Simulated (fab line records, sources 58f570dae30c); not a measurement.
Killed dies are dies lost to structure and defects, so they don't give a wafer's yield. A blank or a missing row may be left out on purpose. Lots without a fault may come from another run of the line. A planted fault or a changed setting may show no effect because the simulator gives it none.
One fault seen from 2 desks | flow berkeley_cmos170 | each desk has only its own numbers; what lay behind them comes last

THE METROLOGY DESK
What the gauges read, lot by lot, whatever tool the lot ran on: means of the sampled wafers that have a number. A lot is out of limits, marked OUT, if its mean lies more than 4 standard deviations from the usual mean; the brackets give that distance.
Columns: A = V2_POLISHED_THK at UCB170_V2_THK_MEAS_04, usual 999.9 nm
lot  | first seen here | A
L239 | day 7 12:50     | 998.9
L238 | day 7 13:02     | 1000.4
L240 | day 7 17:16     | 999.7
L241 | day 8 01:49     | 999.6
L242 | day 8 14:59     | 999.5
L243 | day 8 15:16     | 999.5
L245 | day 8 23:20     | 998.4
L247 | day 10 03:40    | 1356.7 (+99 or more) OUT
L249 | day 10 03:59    | 1335.5 (+99 or more) OUT
L251 | day 10 07:22    | 1356.4 (+99 or more) OUT
L250 | day 10 07:40    | 1000.9
L255 | day 10 23:09    | 1001.1
L258 | day 11 21:49    | 1001.0
L261 | day 12 06:48    | 1000.7
This desk's finding: out of limits on L247, L249, L251; first on L247, day 10 03:40 (V2_POLISHED_THK at UCB170_V2_THK_MEAS_04). In limits: L239, L238, L240, L241, L242, L243, L245, L250, L255, L258, L261.

THE TOOL OWNER'S DESK: cmp-02
The tool's own readings at UCB170_V2_CMP_02 (polishes SiO2): means of the sampled wafers that have a number, for each lot that ran on this tool. A lot is out of limits, marked OUT, if its mean lies more than 4 standard deviations from the usual mean; the brackets give that distance.
Columns: A = motor_current_A at UCB170_V2_CMP_02, usual 16.7 A
lot  | first seen here | A
L238 | day 7 12:37     | 15.1
L243 | day 8 14:53     | 15.8
L247 | day 10 03:14    | 15.8
L249 | day 10 03:35    | 16.1
L251 | day 10 06:56    | 17.1
This desk's finding: nothing out of limits on any of the 5 lots.

PUT TOGETHER
The metrology desk could have raised an alarm at day 10 03:40, on L247, L249, L251.
The tool owner's desk saw nothing out of limits.
The tool owner's desk has L247, L249, L251 on record, within its limits.
Of the lots named, all ran UCB170_V2_CMP_02 on cmp-02.

WHAT THE SIMULATOR HAD PUT IN
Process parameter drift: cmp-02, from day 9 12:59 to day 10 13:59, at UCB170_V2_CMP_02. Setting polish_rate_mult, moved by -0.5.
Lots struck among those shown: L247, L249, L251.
Hours from the fault's start to each desk's first reading out of limits: the metrology desk, 15.
